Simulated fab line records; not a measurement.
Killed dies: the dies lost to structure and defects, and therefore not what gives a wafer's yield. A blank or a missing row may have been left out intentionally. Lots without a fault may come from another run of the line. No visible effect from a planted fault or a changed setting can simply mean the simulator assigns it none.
Split-lot study ; flow rit_cmos ; route with 202 steps; 5 lots, 23 wafers read

ABOUT THE SPLIT
At RIT_FOX1_OXIDATION_00 (target thk 350.7 nm, ox time 1130 s), the setting temp_c was moved away from the recipe's 1100 C on 10 of the 23 wafers read, by -2.7% to +2.4%. The other wafers ran this setting at the recipe's value.

Split to reading: the file shows no intervening step.

THE READING
FOX1_OXIDE_THK (nm), taken at RIT_FOX1_THK_MEAS_01. A value of 346 nm with a standard deviation of 6.6 nm is what fault-free wafers of this fab line usually give.

wafer;tool, chamber at the split;temp_c as run, C;against the recipe;FOX1_OXIDE_THK, nm;against lot-mates on the recipe
L076.1;-, -;1100;recipe;334;-
L076.2;-, -;1100;recipe;330;-
L076.3;-, -;1100;recipe;329;-
L076.5;-, -;1100;recipe;332;-
L076.6;-, -;1100;recipe;331;-
L079.1;-, -;1100;recipe;352;-
L079.2;-, -;1100;recipe;352;-
L079.3;-, -;1100;recipe;353;-
L079.4;-, -;1100;recipe;348;-
L079.6;-, -;1100;recipe;347;-
L082.1;-, -;1070;-2.7%;295;no lot-mate on the recipe
L082.2;-, -;1070;-2.7%;293;no lot-mate on the recipe
L082.3;-, -;1070;-2.7%;300;no lot-mate on the recipe
L082.4;-, -;1070;-2.7%;297;no lot-mate on the recipe
L082.6;-, -;1070;-2.7%;294;no lot-mate on the recipe
L084.1;-, -;1126;+2.4%;385;no lot-mate on the recipe
L084.3;-, -;1126;+2.4%;392;no lot-mate on the recipe
L084.4;-, -;1126;+2.4%;387;no lot-mate on the recipe
L084.5;-, -;1126;+2.4%;385;no lot-mate on the recipe
L084.6;-, -;1126;+2.4%;389;no lot-mate on the recipe
L085.1;furnace-02, 0;1100;recipe;338;-
L085.5;furnace-02, 0;1100;recipe;333;-
L085.6;furnace-02, 0;1100;recipe;342;-

FIT RESULTS
A straight line over all 23 wafers: FOX1_OXIDE_THK changes by +18 nm for each +1% of temp_c; r = +0.97; the points scatter about the line by 7.7 nm.
Too few moved wafers with a lot-mate on the recipe to fit a line net of each lot's own level.

THE WHOLE CHAIN: every reading that the file lists as answering this split, in the file's order
step;what it does;reading;change (the file's fit);r (the file's)
RIT_FOX1_OXIDATION_00;target thk 350.7 nm, ox time 1130 s;SiO2_of_FOX1_OXIDATION_00.thk_nm (the simulator's own value, which no gauge read);+18 nm for each +1% of the setting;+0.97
RIT_FOX1_THK_MEAS_01;;FOX1_OXIDE_THK;+18 for each +1% of the setting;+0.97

FILE'S OWN FIT
FOX1_OXIDE_THK changes by +18 nm for each +1% of temp_c, r = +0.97.
